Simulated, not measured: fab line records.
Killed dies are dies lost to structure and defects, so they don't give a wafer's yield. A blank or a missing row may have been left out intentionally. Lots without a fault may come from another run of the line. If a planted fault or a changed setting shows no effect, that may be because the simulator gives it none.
One fault through the eyes of 2 desks :: flow berkeleyCmos170 :: only its own numbers are on each desk; what lay behind them is given at the end

== TOOL OWNER'S DESK, krfScanner-02 ==
The tool's own readings at UCB170_M2_EXPOSE_12 (exposes mask METAL2, target cd 700 nm): means of the sampled wafers that have a number, for each lot that ran on this tool. Any lot whose mean is over 4 standard deviations away from the usual mean is out of limits and marked OUT; that distance is given in the brackets.
Columns: A = exposureDoseMJCm2 at UCB170_M2_EXPOSE_12, usual 25.998
lot: L471
first seen here: day 8 08:02
A: 26.011

lot: L475
first seen here: day 9 03:06
A: 25.991

lot: L477
first seen here: day 9 06:28
A: 26.030

lot: L480
first seen here: day 10 05:25
A: 25.871 (-4.9) OUT

lot: L493
first seen here: day 12 12:10
A: 25.972

lot: L494
first seen here: day 12 23:49
A: 26.005
This desk finds L480 out of limits, L480 being first, at day 10 05:25 (exposureDoseMJCm2 at UCB170_M2_EXPOSE_12). L471, L475, L477, L493, L494 stayed within limits.

== AT THE METROLOGY DESK ==
Means of the sampled wafers that have a number, per lot and without regard to the tool the lot ran on: this is what the gauges read. Any lot whose mean is over 4 standard deviations away from the usual mean is out of limits and marked OUT; that distance is given in the brackets.
Columns: A = V1_POLISHED_THK at UCB170_V1_THK_MEAS_04, usual 1000.3 nm; B = V1_OVL at UCB170_V1_OVL_MEAS_13, usual 1 nm
lot: L471
first seen here: day 8 02:30
A: 999.0
B: -0

lot: L472
first seen here: day 8 21:58
A: 1000.2
B: 5

lot: L475
first seen here: day 8 23:17
A: 1000.0
B: 8

lot: L477
first seen here: day 9 01:59
A: 1000.6
B: -2

lot: L480
first seen here: day 10 02:01
A: 1001.1
B: 4

lot: L484
first seen here: day 10 19:18
A: 999.3
B: -2

lot: L486
first seen here: day 11 02:53
A: 999.8
B: -4

lot: L487
first seen here: day 11 15:20
A: 999.7
B: -3

lot: L490
first seen here: day 11 19:19
A: 1000.9
B: -1

lot: L492
first seen here: day 12 07:28
A: 999.8
B: 4

lot: L491
first seen here: day 12 08:47
A: 1000.1
B: -1

lot: L493
first seen here: day 12 08:47
A: 998.8
B: 1

lot: L494
first seen here: day 12 19:35
A: 1000.4
B: -0
This desk's finding: nothing out of limits on any of the 13 lots.

== PUT TOGETHER ==
An alarm could have come from the tool owner's desk at day 10 05:25, on L480.
From the metrology desk's view, nothing was out of limits.
The metrology desk has L480 on record, within its limits.
Every lot named ran UCB170_M2_EXPOSE_12 on krfScanner-02.

== WHAT WAS PUT IN BY THE SIMULATOR ==
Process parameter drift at UCB170_M2_EXPOSE_12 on krfScanner-02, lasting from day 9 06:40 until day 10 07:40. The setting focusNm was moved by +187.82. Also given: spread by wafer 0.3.
Shown lots that were struck: L480.
Time in hours from fault onset to the first out-of-limits reading at each desk: the tool owner's desk, 23.
